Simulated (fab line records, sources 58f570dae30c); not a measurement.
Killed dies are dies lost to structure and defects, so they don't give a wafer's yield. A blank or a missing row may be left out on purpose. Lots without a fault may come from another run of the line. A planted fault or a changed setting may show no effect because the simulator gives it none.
Which tool did it? | flow berkeley_cmos170 | 7 lots, 21 wafers sampled, at 4 steps of a route of 331

WHAT THE GAUGES READ, wafer by wafer
UCB170_M3_CD_MEAS_90: target cd 700 nm.
lot  | measured     | on        | cd_nm (nm)
L977 | day 7 19:29  | cd_sem-01 | 701.7 698.5 705.4
L983 | day 8 13:12  | cd_sem-01 | 699.2 696.8 698.7
L985 | day 8 21:35  | cd_sem-01 | 702.9 700.5 698.8
L988 | day 9 11:55  | cd_sem-01 | 700.7 700.6 700.0
L991 | day 10 14:53 | cd_sem-01 | 682.7 681.7 681.6 683.0 681.6 681.6
L998 | day 11 16:18 | cd_sem-01 | 701.7 699.6 699.4
L100 | day 12 13:56 | cd_sem-02 | 694.5 698.0 695.7

WHICH TOOL RAN EACH LOT (tool, then ch and the chambers of the sampled wafers, then the start)
lot  | UCB170_SDANNEAL_RTA_00           | UCB170_M3_METAL_ETCH_18           | UCB170_M3_STRIP_19
L977 | rtp_anneal-01 ch 0, day 6 14:38  | rie_metal-02 ch 0,1, day 7 19:11  | plasma_asher-04 ch 0,1, day 7 19:22
L983 | rtp_anneal-01 ch 0, day 7 11:31  | rie_metal-03 ch 0,1, day 8 12:56  | plasma_asher-01 ch 0,1, day 8 13:05
L985 | rtp_anneal-02 ch 0, day 7 20:54  | rie_metal-01 ch 0,1, day 8 21:17  | plasma_asher-04 ch 0,1, day 8 21:28
L988 | rtp_anneal-01 ch 0, day 8 12:11  | rie_metal-01 ch 1, day 9 11:36    | plasma_asher-02 ch 0,1, day 9 11:47
L991 | rtp_anneal-02 ch 0, day 9 16:38  | rie_metal-01 ch 0,1, day 10 14:38 | plasma_asher-04 ch 0,1, day 10 14:47
L998 | rtp_anneal-01 ch 0, day 10 18:08 | rie_metal-03 ch 0,1, day 11 15:59 | plasma_asher-01 ch 0,1, day 11 16:11
L100 | rtp_anneal-02 ch 0, day 11 13:31 | rie_metal-03 ch 0,1, day 12 13:39 | plasma_asher-01 ch 0,1, day 12 13:50
- UCB170_SDANNEAL_RTA_00: time 10 s.
- UCB170_M3_METAL_ETCH_18: etches Al in Cl2/BCl3, stops on SiO2, target depth 1170 nm, time 195 s.
- UCB170_M3_STRIP_19: strips in O2.

THE ANSWER, worked out from the rows above alone
Rule: what is usual is taken from the lots themselves. Put in order of their means at a reading, lots are off if they are a third of the lots or fewer, leave a main group of 4 or more, and stand apart from it by a gap of 3 or more times the standard deviation of the main group's means; of several such gaps the widest counts. A main group whose means are all the same, to the digits that the tables above print for the reading, isn't used. A lot without any number at a reading at which 4 lots or more have one is off too. The other lots that the step has rows for count as sound.
Off: L991, at UCB170_M3_CD_MEAS_90 (cd_nm). The main group: mean 699.6 nm, standard deviation 1.9.
A tool fits if, at a process step before that reading, it ran every lot that is off, and no sound lot after the first of them. The gauges at UCB170_M3_CD_MEAS_90 are tried like those tools. Can't be told from this: 2 tools fit, rie_metal-01 at UCB170_M3_METAL_ETCH_18, plasma_asher-04 at UCB170_M3_STRIP_19.

WHAT THE SIMULATOR HAD PUT IN
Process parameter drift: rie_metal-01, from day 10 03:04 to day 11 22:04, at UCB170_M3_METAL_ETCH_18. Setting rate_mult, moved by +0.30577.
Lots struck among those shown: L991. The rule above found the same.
